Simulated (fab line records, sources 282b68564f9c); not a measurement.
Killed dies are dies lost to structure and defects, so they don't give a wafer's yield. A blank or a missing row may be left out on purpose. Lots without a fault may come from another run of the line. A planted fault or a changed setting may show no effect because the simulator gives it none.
A struck lot beside a sound one | flow rit_cmos | 19 steps out of a route of 202
Sound: wafers L184.4, L184.5, L184.6. Struck: wafers L199.1, L199.2, L199.5. The cause comes at the end.
At each step with rows: each side's tool, then ch and its chambers, then its first start. Under that, the readings that differ: sound wafers | struck wafers | difference of the means | sigmas: that difference in standard deviations of wafers without a fault.
alike: readings whose means differ by less than 2 such deviations, and words and numbers that are the same on both sides. not compared: withheld readings, readings that some wafer has no value for, bounds like >300 that may hide the same value, and numbers for which the record gives no deviation and whose values overlap.
The two part at a step that has a row with sigmas, a row that says differs or no value, or rows on one side only. Numbers that don't overlap but have no deviation are shown without sigmas and don't part them. A reading that every wafer of one side lacks parts them only if that side has two wafers or more.

first, 1 step without rows for these wafers: RIT_SILICIDE_WET_ETCH_00 (etches SiO2 in BOE, target depth 14 nm, time 15 s).
RIT_SILICIDE_SPUTTER_01: material Ti, target thk 30 nm, time 240 s.
  sound on pvd_sputter-01, day 3 12:07; struck on pvd_sputter-02, day 6 09:59
  alike: throttle_valve_pct
RIT_SILICIDE_RS_MEAS_02: measures by four-point-probe.
  sound on film_metro-04, day 3 12:20; struck on film_metro-04, day 6 10:08
  alike: SILICIDE_TI_RS
RIT_SILICIDE_THK_MEAS_03: measures by xrf.
  sound on film_metro-04, day 3 12:25; struck on film_metro-04, day 6 10:16
  alike: SILICIDE_TI_THK
RIT_SILICIDE_RTA_04: time 10 s, ramp up 5 s, ramp down 5 s.
  sound on rtp_anneal-01 ch 0, day 3 12:29; struck on rtp_anneal-02 ch 0, day 6 10:19
  alike: wafer_temp_C_max
then, 1 step without rows for these wafers: RIT_SILICIDE_WET_ETCH_05 (etches Ti in SPM, time 120 s).
RIT_SILICIDE_RTA_06: time 10 s, ramp up 5 s, ramp down 10 s.
  sound on rtp_anneal-02 ch 0, day 3 12:35; struck on rtp_anneal-01 ch 0, day 6 10:25
  alike: wafer_temp_C_max
RIT_CONTACT_CVD_00: deposits SiO2 from TEOS, target thk 400 nm, time 61 s.
  sound on pecvd-03 ch 0,1,2, day 3 12:39; struck on pecvd-03 ch 0,1,2, day 6 10:29
  alike: heater_power_w
  not compared: since_wet_clean_h
RIT_CONTACT_THK_MEAS_01:
  sound on film_metro-02, day 3 12:43; struck on film_metro-03, day 6 10:32
  alike: CONTACT_TEOS_THK
then, 3 steps without rows for these wafers: RIT_CONTACT_HMDS_02 (prime time 60 s); RIT_CONTACT_COAT_03 (resist thk 1000 nm); RIT_CONTACT_SOFTBAKE_04 (time 60 s).
RIT_CONTACT_EXPOSE_05: exposes mask M11, target cd 1000 nm.
  sound on iline_stepper-02 ch 0, day 3 13:14; struck on iline_stepper-02 ch 0, day 6 11:14
  reading                         | sound                   | struck            | difference | sigmas
  model.CONTACT.overlay_x_nm (nm) | -0.4326 -0.4326 -0.4326 | 320.4 320.4 320.4 | +320.8     |
  alike: mask, reticle_temp_C
then, 2 steps without rows for these wafers: RIT_CONTACT_PEB_06; RIT_CONTACT_DEVELOP_07 (develop time 120 s).
RIT_CONTACT_CD_MEAS_08: target cd 1000 nm.
  sound on cd_sem-01, day 3 13:46; struck on cd_sem-02, day 6 11:44
  alike: cd_nm
RIT_CONTACT_OVL_MEAS_09:
  sound on overlay-01, day 3 13:50; struck on overlay-02, day 6 11:52
  reading          | sound          | struck            | difference | sigmas
  CONTACT_OVL (nm) | -2.2 -2.6 -3.0 | 317.8 317.0 316.0 | +319.5     | +99 or more
then, 1 step without rows for these wafers: RIT_CONTACT_HARDBAKE_10 (time 60 s).
RIT_M1_PROBE_99:
  sound on prober-01, day 3 20:49; struck on prober-02, day 6 17:02
  reading                                                 | sound                | struck               | difference | sigmas
  model.etest.nmos_0p15.junction_log10_a_um               | -13.61 -13.57 -13.36 | -10.03 -9.966 -10.35 | +3.40      |
  model.etest.nmos_narrow.off_log10_a_um                  | -13.19 -13.21 -13.21 | -10.03 -9.966 -10.35 | +3.09      |
  model.etest.gate_end_array.leak_log10_a_um              | -12.91 -12.81 -12.9  | -9.866 -9.71 -10.03  | +3.005     |
  model.etest.nmos_0p3.off_log10_a_um                     | -13.04 -13.07 -13.12 | -10.03 -9.966 -10.35 | +2.96      |
  model.etest.pmos_0p15.junction_log10_a_um               | -13.89 -13.79 -13.74 | -11.03 -10.97 -11.35 | +2.69      |
  model.etest.contact_diode_array.leak_log10_a (angstrom) | -9.568 -9.442 -9.461 | -6.913 -6.571 -6.936 | +2.684     |
  model.etest.pmos_0p3.off_log10_a_um                     | -13.12 -12.9 -12.91  | -11.02 -10.96 -11.34 | +1.87      |
  model.etest.pmos_narrow.off_log10_a_um                  | -12.94 -12.75 -12.77 | -11.02 -10.96 -11.34 | +1.71      |
  alike: killed_at_contacts, killed_at_front_end, killed_dies, killed_on_rim, killed_open, killed_short

WHERE THEY PART
Only at RIT_CONTACT_OVL_MEAS_09, within this record. Later steps at which nothing parts them and some readings are alike: RIT_M1_PROBE_99.

WHY: what the simulator had put in
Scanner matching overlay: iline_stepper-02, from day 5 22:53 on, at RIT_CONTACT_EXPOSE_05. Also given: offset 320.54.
